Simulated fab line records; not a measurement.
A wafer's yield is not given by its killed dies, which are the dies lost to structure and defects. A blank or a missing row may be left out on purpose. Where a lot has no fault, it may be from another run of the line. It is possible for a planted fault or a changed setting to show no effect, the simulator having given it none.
Matching of chambers / flow berkeley-cmos170 / UCB170_V1_CVD_00 on pecvd-04 has 3 sister chambers
The step deposits SiO2 from TEOS/O2, target thk 2000 nm, time 250 s. 3 wafers are shown with their chamber, then 7 later ones without.

## EACH WAFER AND ITS CHAMBER
wafer=L449.2; chamber=2; heater-power-w (W)=231
wafer=L456.1; chamber=0; heater-power-w (W)=268
wafer=L456.2; chamber=1; heater-power-w (W)=351

## WAFERS MISSING THEIR CHAMBER
wafer=L456.3; heater-power-w (W)=208
wafer=L460.1; heater-power-w (W)=303
wafer=L460.2; heater-power-w (W)=295
wafer=L460.3; heater-power-w (W)=188
wafer=L461.1; heater-power-w (W)=199
wafer=L461.4; heater-power-w (W)=206
wafer=L461.5; heater-power-w (W)=254

## THE CHAMBER EACH PASSED THROUGH
wafer=L456.3; from the rows above=can't be placed: 2 or 0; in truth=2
wafer=L460.1; from the rows above=can't be placed: 0 or 1 or 2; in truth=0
wafer=L460.2; from the rows above=can't be placed: 0 or 1 or 2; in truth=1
wafer=L460.3; from the rows above=can't be placed: 2 or 0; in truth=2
wafer=L461.1; from the rows above=can't be placed: 2 or 0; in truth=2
wafer=L461.4; from the rows above=can't be placed: 2 or 0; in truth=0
wafer=L461.5; from the rows above=can't be placed: 0 or 2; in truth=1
0 of 7 placed correctly. Not placeable from these rows: 7 (in 6, the candidates include the true chamber). 0 placed wrongly.
How it was worked out, from the rows above alone: a wafer's distance from a chamber is the root of the sum, over the readings, of the square of ((its reading less the chamber's mean) divided by the reading's scatter). If the next closest chamber is less than 2 further off than the closest, the wafer can't be placed; otherwise it belongs to the closest. Each chamber's mean is taken over the wafers shown for it. The scatter: with one shown wafer a chamber, the root of the mean of the squares of how far each hidden wafer lies from its nearest shown one.
